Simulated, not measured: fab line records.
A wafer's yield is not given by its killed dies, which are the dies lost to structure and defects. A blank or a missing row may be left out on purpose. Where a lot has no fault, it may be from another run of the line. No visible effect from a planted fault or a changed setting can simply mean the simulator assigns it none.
Code-filled problem report in 8D (eight disciplines) form -- flow berkeley_cmos170 -- the parts of the form that need people (team, actions taken, sign-off) are left out

1. WHAT WENT WRONG
Wafers free of any fault read 0.0486 ohm/sq (standard deviation 0.00042) for M1_AL_RS at UCB170_M1_RS_MEAS_01, against a mean of 0.0420 ohm/sq on 2 wafers of 2 lots. That puts it -16 standard deviations away from the usual mean.
The step: measures by four-point-probe.
First observed at day 11 17:35: wafer L489.6, on film_metro-01. The record has a number at this step for 42 wafers belonging to 14 lots. Rule for "out" (also "out of limits"): further than 4 standard deviations from the usual mean. All remaining wafers that have a number are taken as sound.

2. WHAT IT IS; WHAT IT IS NOT
question,is,is not
which readings at this step,M1_AL_RS,-
which lots,"L489, L496","L477, L478, L479, L480, L481, L483, L484, L487, L488, L491, L497, L499"
which wafers of those lots,"L489.6, L496.3","L489.3, L489.4, L496.4, L496.5"
read on which gauges,"film_metro-01, film_metro-02",film_metro-03
when,from day 11 17:35,"up to then (32 sound wafers); but 8 sound wafers of L496, L497, L499 came after"

3. THE SUSPECTS, EACH WITH WHAT RULES IT OUT
Counting: any tool at a process step up to the reading remains a suspect provided it ran every lot that is out. Sound lots after the first of them don't rule it out here, since some wafers of a struck lot are sound.
- the gauge at UCB170_M1_RS_MEAS_01 is ruled out. The wafers that are out were read on 2 gauges (film_metro-01, film_metro-02).
- rtp_anneal-02 at UCB170_CONTACT_RTA_08 (time 10 s): kept. Ran every lot that is out, first one L489 (day 11 12:41); last sound lot up to then L488 (day 10 15:57).
- rie_diel-01 at UCB170_CONTACT_ETCH_17 (etches BARC in N2/H2): kept. Ran every lot that is out, first one L489 (day 11 16:53); last sound lot up to then L483 (day 10 01:43).
- pvd_sputter-03 at UCB170_M1_SPUTTER_00 (material Al, target thk 600 nm, time 80 s): kept. Ran every lot that is out, first one L489 (day 11 17:26); last sound lot up to then L488 (day 10 17:42). On those wafers its own readings are out: chamber_pressure_pa, throttle_valve_pct.
The count leaves rtp_anneal-02 at UCB170_CONTACT_RTA_08, rie_diel-01 at UCB170_CONTACT_ETCH_17, and pvd_sputter-03 at UCB170_M1_SPUTTER_00.

4. THE CAUSE (what the simulator had put in)
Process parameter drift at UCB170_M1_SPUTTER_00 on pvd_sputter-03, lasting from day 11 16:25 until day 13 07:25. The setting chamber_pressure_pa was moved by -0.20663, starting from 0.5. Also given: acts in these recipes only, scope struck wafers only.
3 suspects survive the count, and this tool is in that group.

5. SEQUENCE OF EFFECTS, ordered by route
One row per reading whose mean, taken over the struck wafers that have a number, lies over 3 standard deviations from the usual. Only readings for which the record gives a usual standard deviation are gone through. hours: the time from each lot's start at the first step in this table that gives one to its start at this step, as a median over the lots. sigmas: the change in usual standard deviations.
hours,step,reading,usual,on struck wafers,change,sigmas
0,UCB170_M1_SPUTTER_00,chamber_pressure_pa,0.5000 Pa,0.2923,-0.2077,-99 or more
0,UCB170_M1_SPUTTER_00,throttle_valve_pct,30.2 %,41.5,+11.3,+8.7
0,UCB170_M1_RS_MEAS_01,M1_AL_RS,0.0486 ohm/sq,0.0420,-0.0066,-16
0,UCB170_M1_THK_MEAS_02,M1_AL_THK,602 nm,674,+72,+11
2,UCB170_M1_METAL_ETCH_12,oes_product_au,0.850 a.u.,0.914,+0.064,+4.6
The process steps in it:
- UCB170_M1_SPUTTER_00: material Al, target thk 600 nm, time 80 s.
- UCB170_M1_METAL_ETCH_12: etches Al in Cl2/BCl3, stops on PSG, target depth 780 nm, time 130 s.
Later steps that measure or inspect, where all struck wafers having a row at the step show a number for every such reading and not one has moved that far: UCB170_M1_CD_MEAS_90.

6. HOW IT WOULD HAVE BEEN CAUGHT EARLIER
In this record the first reading out of limits at a measuring or inspecting step was taken at day 11 17:35, 1 hour after the fault began at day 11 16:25.
Tool's own readings at UCB170_M1_SPUTTER_00, chamber_pressure_pa, throttle_valve_pct: out on all struck wafers the step has rows for; an alarm limit on them would have tripped on the first.
Lots out: 2; of these, L496 started UCB170_M1_SPUTTER_00 on pvd_sputter-03 after day 11 17:35. Holding the tool at that time would have saved it.
